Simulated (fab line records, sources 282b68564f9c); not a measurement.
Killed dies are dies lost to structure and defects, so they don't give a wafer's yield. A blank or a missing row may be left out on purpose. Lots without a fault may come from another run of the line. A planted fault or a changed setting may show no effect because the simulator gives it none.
fab line records | flow rit_cmos
record lots=5 wafers=15 last_day=7
route steps=202 shown ACTIVE@1 M1@202
lots that met no fault: from a run of the same line without faults
start_h: hours from the record's first day to the start of the lot's first wafer shown | wait_h: hours since the lot's step before | " the same as in the row above | L1.1+2: a row that stands for several wafers | - no value, or no start given | * or withheld: withheld | < > ~ a bound
route shown NAME@n: a module of which the file shows steps, and the number in the route of the first | usual: mean/standard deviation of fault-free wafers | same: alike in all rows | chamber/n: place in a boat | sites: the reading at each site | _std_site: their standard deviation | _edge_site: outer sites' mean less inner sites' | radius_mm: how far each site lies from the wafer's centre | mask NAME#n: copy n | behind: the tool/chamber that last shaped the wafer | hold: why the lot was held/for how many hours/how that ended | device: the transistor (n, p or np) that didn't switch | end of line: the same wafers' tests at the end of the route | a step without rows: its recipe alone | killed: dies lost to structure and defects at the first sort, not the wafer's yield | map: a wafer's dies, x killed, . not, _ none there
set.NAME: the setting as run; set.NAME@STEP: as run at that earlier step | model.NAME: the simulator's own value behind a step, which no gauge read
lots at some steps of the route; a table a step, a row a wafer
services: from which hour (start_h, from the record's first day; less than 0 if before it) a tool's chamber was out of use, for how many hours, and why
## steps
# step RIT_ACTIVE_BOW_MEAS_00
# recipe mode=bow
# usual INCOMING_BOW=0/7.1
# columns lot.wafer tool chamber start_h wait_h INCOMING_BOW[um]
L193.2 film_metro-03 - 15.02 - -3
L193.5 " - " " 11
L193.6 " - " " -3
L197.2 film_metro-02 - 35.02 - 2
L197.4 " - " " 2
L197.6 " - " " -3
L205.1 film_metro-01 - 75.00 - -8
L205.4 " - " " 3
L205.6 " - " " -1
L206.2 film_metro-01 - 80.02 - -2
L206.5 " - " " 1
L206.6 " - " " 3
L212.3 film_metro-03 - 110.04 - 5
L212.5 " - " " 14
L212.6 " - " " 4
# step RIT_ACTIVE_OXIDATION_01
# recipe temp_c=1000 ambient=O2 target_thk_a=468 ox_time_s=3360
# step RIT_ACTIVE_THK_MEAS_02
# recipe reads=SiO2_of_ACTIVE_OXIDATION_01
# usual ACTIVE_OXIDE_THK=46.8/1.2
# columns lot.wafer tool chamber start_h wait_h ACTIVE_OXIDE_THK[nm]
L193.2 film_metro-03 - 17.06 0.0 45.1
L193.5 " - " " 44.5
L193.6 " - " " 44.0
L197.2 film_metro-03 - 37.06 0.0 47.7
L197.4 " - " " 47.3
L197.6 " - " " 47.1
L205.1 film_metro-02 - 77.05 0.0 47.3
L205.4 " - " " 46.4
L205.6 " - " " 47.0
L206.2 film_metro-02 - 82.06 0.0 46.4
L206.5 " - " " 46.4
L206.6 " - " " 45.4
L212.3 film_metro-02 - 112.07 0.0 46.8
L212.5 " - " " 47.5
L212.6 " - " " 46.8
# step RIT_ACTIVE_CVD_03
# recipe material=Si3N4 target_thk_nm=150 temp_c=810 precursor=SiH2Cl2/NH3 time_s=1500 pressure_mtorr=300 sih2cl2_flow_sccm=60 nh3_flow_sccm=150
# step RIT_ACTIVE_THK_MEAS_04
# recipe reads=Si3N4_of_ACTIVE_CVD_03
# usual ACTIVE_NITRIDE_THK=150.3/1.4
# columns lot.wafer tool chamber start_h wait_h ACTIVE_NITRIDE_THK[nm]
L193.2 film_metro-02 - 18.54 0.0 150.1
L193.5 " - " " 149.3
L193.6 " - " " 149.8
L197.2 film_metro-02 - 38.54 0.0 152.7
L197.4 " - " " 152.0
L197.6 " - " " 152.4
L205.1 film_metro-02 - 78.53 0.0 148.6
L205.4 " - " " 150.6
L205.6 " - " " 149.4
L206.2 film_metro-01 - 83.54 0.0 149.2
L206.5 " - " " 150.4
L206.6 " - " " 150.8
L212.3 film_metro-01 - 113.55 0.0 150.7
L212.5 " - " " 150.1
L212.6 " - " " 150.4
# step RIT_ACTIVE_HMDS_05
# recipe prime_time_s=60 prime_temp_c=140
# step RIT_ACTIVE_COAT_06
# recipe resist=NOVOLAK spin_rpm=3178 resist_thk_nm=1000
# step RIT_ACTIVE_SOFTBAKE_07
# recipe resist=NOVOLAK temp_c=90 time_s=60
# step RIT_ACTIVE_EXPOSE_08
# recipe mask_id=M1 na=0.6 source_shape=conventional sigma_outer=0.6 target_cd_nm=1400 dose_mj=225
# columns lot.wafer tool chamber start_h wait_h mask
L193.2+5+6 iline_stepper-01 0 19.06 0.1 M1#0
L197.2+4+6 iline_stepper-02 0 39.06 0.1 M1#0
L205.1+4+6 iline_stepper-02 0 79.04 0.1 M1#0
L206.2+5+6 iline_stepper-01 0 84.18 0.2 M1_R1#0
L212.3+5+6 iline_stepper-01 0 114.08 0.1 M1#0
# step RIT_ACTIVE_PEB_09
# recipe resist=NOVOLAK temp_c=withheld time_s=withheld
# step RIT_ACTIVE_DEVELOP_10
# recipe resist=NOVOLAK develop_time_s=50 dev_temp_c=23
# step RIT_ACTIVE_CD_MEAS_11
# recipe target_cd_nm=1400
# usual cd_nm=1401.1/1.9
# columns lot.wafer tool chamber start_h wait_h cd_nm
L193.2 cd_sem-02 - 19.46 - 1402.5
L193.5 " - " " 1402.0
L193.6 " - " " 1401.8
L197.2 cd_sem-02 - 39.46 - 1399.1
L197.4 " - " " 1401.8
L197.6 " - " " 1400.2
L205.1 cd_sem-02 - 79.44 - 1400.3
L205.4 " - " " 1399.6
L205.6 " - " " 1401.6
L206.2 cd_sem-01 - 84.58 - 1282.6
L206.5 " - " " 1285.4
L206.6 " - " " 1282.4
L212.3 cd_sem-01 - 114.48 - 1401.9
L212.5 " - " " 1404.1
L212.6 " - " " 1402.6
# step RIT_ACTIVE_HARDBAKE_12
# recipe resist=NOVOLAK temp_c=140 time_s=60
# step RIT_ACTIVE_ETCH_13
# recipe stop_on=SiO2 chemistry=SF6 target=Si3N4 time_s=210 over_etch_frac=0.4 SF6_flow_sccm=200 pressure_mtorr=260 rf_w=125 target_depth_a=2100
# usual SF6_flow_sccm=200.1/0.56 drypump_motor_current_A=5.6/0.46 oes_product_au=0.819/0.015 throttle_valve_pct=7.57/0.15
# columns lot.wafer tool chamber start_h wait_h SF6_flow_sccm drypump_motor_current_A oes_product_au rf_hours_counter_h throttle_valve_pct model.ACTIVE.cd_nm
L193.2 rie_diel-03 2 19.71 0.1 200.4 6.0 0.833 7 7.66 1402
L193.5 " 1 " " 200.4 5.5 0.830 - 7.33 1402
L193.6 " 2 " " 200.8 6.0 0.833 - 7.68 1402
L197.2 rie_diel-04 2 39.71 0.1 199.8 5.7 0.831 130 7.48 1399
L197.4 " 3 " " 199.7 4.9 0.836 106 7.67 1402
L197.6 " 1 " " 200.5 6.5 0.827 - 7.77 1400
L205.1 rie_diel-02 0 79.71 0.1 199.3 5.3 0.836 151 7.43 1400
L205.4 " 3 " " 201.1 5.8 0.800 124 7.30 -
L205.6 " 3 " " 200.8 5.8 0.788 - 7.31 1401
L206.2 rie_diel-02 1 84.83 0.1 199.5 5.8 0.813 118 7.64 1283
L206.5 " 3 " " 199.5 5.8 0.799 - 7.30 1285
L206.6 " 2 " " 199.7 4.8 0.816 - 7.53 1282
L212.3 rie_diel-04 0 114.71 0.1 200.7 5.5 0.807 92 7.75 1402
L212.5 " 1 " " 200.5 6.5 0.816 - 7.78 1404
L212.6 " 2 " " 199.6 5.7 0.827 - 7.48 1402
# step RIT_ACTIVE_STRIP_14
# recipe chemistry=O2 time_s=180 resist=NOVOLAK platen_temp_c=withheld power_w=500 pressure_mtorr=4000 o2_flow_sccm=4000
# usual drypump_motor_current_A=5.6/0.43
# columns lot.wafer tool chamber start_h wait_h drypump_motor_current_A rf_hours_counter_h
L193.2 plasma_asher-02 1 19.84 0.1 5.5 24
L193.5 " 0 " " 4.7 -
L193.6 " 1 " " 5.5 -
L197.2 plasma_asher-03 0 39.84 0.1 5.4 33
L197.4 " 1 " " 5.4 -
L197.6 " 0 " " 5.4 -
L205.1 plasma_asher-01 0 79.84 0.1 6.0 45
L205.4 " 1 " " 6.1 -
L205.6 " 0 " " 6.0 -
L206.2 plasma_asher-03 1 84.97 0.1 5.4 38
L206.5 " 1 " " 5.4 -
L206.6 " 0 " " 5.4 -
L212.3 plasma_asher-02 0 114.90 0.1 4.7 -
L212.5 " 1 " " 5.5 -
L212.6 " 0 " " 4.7 -
# step RIT_M1_PROBE_99
# usual killed_at_contacts=0.0/0.2 killed_at_front_end=7/3.1 killed_dies=7/3.1 killed_open=3.5/1.9 killed_short=3.6/2.1
# same gross_dies=264 killed_at_M0_to_M3=0 killed_at_M4_up=0 killed_at_back_side=0 killed_at_other=0
# columns lot.wafer tool chamber start_h wait_h killed_at_contacts killed_at_front_end killed_dies killed_open killed_short model.etest.nplus_sal.width_nm model.etest.pplus_sal.width_nm model.etest.pldd.width_nm model.etest.nldd.width_nm model.etest.nmos_narrow.drive_ua_um model.etest.pmos_narrow.drive_ua_um model.etest.field_p_metal.vt_v model.etest.field_p.vt_v
L193.2 prober-01 - 62.82 0.1 0 8 8 1 7 3433 3480 3210 3209 225.7 99.2 -29.62 -13.03
L193.5 prober-01 - 62.97 0.2 0 10 10 7 3 3454 3452 3226 3226 224.2 101.3 -30.46 -12.99
L193.6 prober-01 - 63.02 0.2 0 8 8 2 6 3491 3479 3231 3251 231.9 103.7 -30.61 -12.94
L197.2 prober-01 - 82.01 0.1 0 5 5 1 4 3438 3443 3185 3163 204.6 92.87 -28.48 -12.6
L197.4 prober-01 - 82.11 0.2 0 8 8 4 4 3463 3460 3165 3177 203.7 93.58 -29.23 -12.75
L197.6 prober-01 - 82.21 0.2 0 7 7 4 3 3446 3436 3188 3189 204.4 93.46 -28.97 -12.65
L205.1 prober-01 - 123.13 0.1 1 9 10 5 5 3459 3452 3184 3199 212.8 95.87 -30.52 -12.99
L205.4 prober-01 - 123.28 0.2 0 10 10 5 5 3451 3454 3193 3200 213.8 96.7 -30.33 -12.89
L205.6 prober-01 - 123.38 0.2 0 5 5 3 2 3462 3460 3201 3184 205.9 94.25 -29.97 -12.92
L206.2 prober-02 - 127.01 0.1 0 11 11 7 4 3339 3333 3048 3050 198.6 89.82 -27.79 -12.45
L206.5 prober-02 - 127.16 0.2 0 9 9 6 3 3371 3360 3077 3064 195.3 89.48 -28.6 -12.48
L206.6 prober-02 - 127.21 0.2 0 12 12 7 5 3344 3333 3068 3074 201.5 92.03 -28.76 -12.55
L212.3 prober-02 - 159.94 0.2 0 1 1 1 0 3463 3457 3192 3175 223.5 99.43 -29.89 -12.97
L212.5 prober-02 - 160.04 0.2 0 5 5 2 3 3475 3442 3201 3187 228.1 102.4 -30.18 -12.95
L212.6 prober-02 - 160.09 0.2 0 4 4 2 2 3434 3464 3184 3183 227.3 102.3 -30.58 -12.89
# killed by level:class
L193.2 GATE:geometric_particle:short=3 FOX1:geometric_particle:short=2 GATE:geometric_particle:open=1 REOX:geometric_particle:short=1 SILICIDE:geometric_particle:short=1
L193.5 GATE:geometric_particle:open=3 FOX1:geometric_particle:short=2 SPACER:geometric_particle:open=2 FOX1:geometric_particle:open=1 REOX:geometric_particle:open=1 SILICIDE:geometric_particle:short=1
L193.6 GATE:geometric_particle:short=2 REOX:geometric_particle:short=2 SILICIDE:geometric_particle:short=2 GATE:geometric_particle:open=1 REOX:geometric_particle:open=1
L197.2 FOX1:geometric_particle:short=2 REOX:geometric_particle:short=2 FOX1:geometric_particle:open=1
L197.4 FOX1:geometric_particle:short=3 FOX1:geometric_particle:open=3 GATE:geometric_particle:short=1 REOX:geometric_particle:open=1
L197.6 FOX1:geometric_particle:short=2 FOX1:geometric_particle:open=1 REOX:geometric_particle:open=1 FOX2:geometric_particle:open=1 REOX:geometric_particle:short=1 SPACER:geometric_particle:open=1
L205.1 FOX1:geometric_particle:short=2 SILICIDE:geometric_particle:short=2 FOX1:geometric_particle:open=1 GATE:geometric_particle:open=1 GATE:geometric_particle:short=1 SPACER:geometric_particle:open=1 SILICIDE:geometric_particle:open=1 CONTACT:geometric_particle:open=1
L205.4 FOX1:geometric_particle:short=3 GATE:geometric_particle:open=3 GATE:geometric_particle:short=2 SPACER:geometric_particle:open=2
L205.6 REOX:geometric_particle:short=2 REOX:geometric_particle:open=2 FOX2:geometric_particle:open=1
L206.2 GATE:geometric_particle:open=3 GATE:geometric_particle:short=2 SPACER:geometric_particle:open=2 FOX1:geometric_particle:short=1 FOX1:geometric_particle:open=1 FOX2:geometric_particle:open=1 SPACER:geometric_particle:short=1
L206.5 GATE:geometric_particle:open=2 SPACER:geometric_particle:short=2 SILICIDE:geometric_particle:open=2 FOX1:geometric_particle:short=1 REOX:geometric_particle:open=1 SPACER:geometric_particle:open=1
L206.6 SPACER:geometric_particle:short=4 SPACER:geometric_particle:open=2 SILICIDE:geometric_particle:open=2 FOX1:geometric_particle:open=1 GATE:geometric_particle:open=1 REOX:geometric_particle:open=1 SILICIDE:geometric_particle:short=1
L212.3 FOX1:geometric_particle:open=1
L212.5 FOX1:geometric_particle:open=1 FOX2:geometric_particle:short=1 GATE:geometric_particle:short=1 GATE:geometric_particle:open=1 SPACER:geometric_particle:short=1
L212.6 GATE:geometric_particle:open=2 GATE:geometric_particle:short=1 REOX:geometric_particle:short=1
## services
# columns tool chamber start_h hours kind
rie_diel-03 0 -3.39 - clean
rie_diel-03 0 -3.39 16.3 scheduled_down
rie_diel-03 0 -3.39 16.3 vent_cycle
iline_stepper-02 - 14.64 4.4 pm
iline_stepper-01 - 19.16 4.4 pm
plasma_asher-03 - 30.14 7.3 repair
iline_stepper-02 - 34.93 1.7 pm
rie_diel-02 3 35.02 13.1 repair
plasma_asher-02 - 50.59 2.3 repair
rie_diel-03 2 56.03 2.7 repair
plasma_asher-01 - 60.14 2.8 pm
rie_diel-04 0 70.20 2.9 repair
plasma_asher-02 - 77.20 0.7 repair
plasma_asher-02 - 78.69 1.6 repair
plasma_asher-03 - 79.26 1.9 repair
rie_diel-03 0 84.88 4.8 repair
plasma_asher-02 - 88.25 2.5 repair
iline_stepper-01 0 101.34 - calibration
plasma_asher-03 - 108.75 9.0 pm
plasma_asher-03 0 108.75 9.0 vent_cycle
plasma_asher-03 1 108.75 9.0 vent_cycle
## key
first_sign step=RIT_ACTIVE_EXPOSE_08 reading=mask direction=changed
effect step=RIT_ACTIVE_CD_MEAS_11 reading=cd_nm direction=down sigmas=63 usual=1401.1 struck=1283.5
model_effect step=RIT_ACTIVE_ETCH_13 value=ACTIVE.cd_nm without=1404 struck=1284
model_effect step=RIT_M1_PROBE_99 value=etest.nplus_sal.width_nm without=3472 struck=3351
met_at RIT_ACTIVE_EXPOSE_08
struck_wafers L206.2,L206.5,L206.6
tester_left_out L206
onset_between 19.06 84.18
fault kind=wrong_mask tool=any chamber=- onset_h=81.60 steps=RIT_ACTIVE_EXPOSE_08 aux_copy=M1_R1#0 cd_offset_nm=-120 scope=struck_lots_only
# tester_left_out: of these lots the tester's yield and bins aren't shown, on N5 and GAA mostly nor the transistor test; their killed dies are dies lost to structure and defects alone, not to doping, threshold or leakage, so they don't give the yield
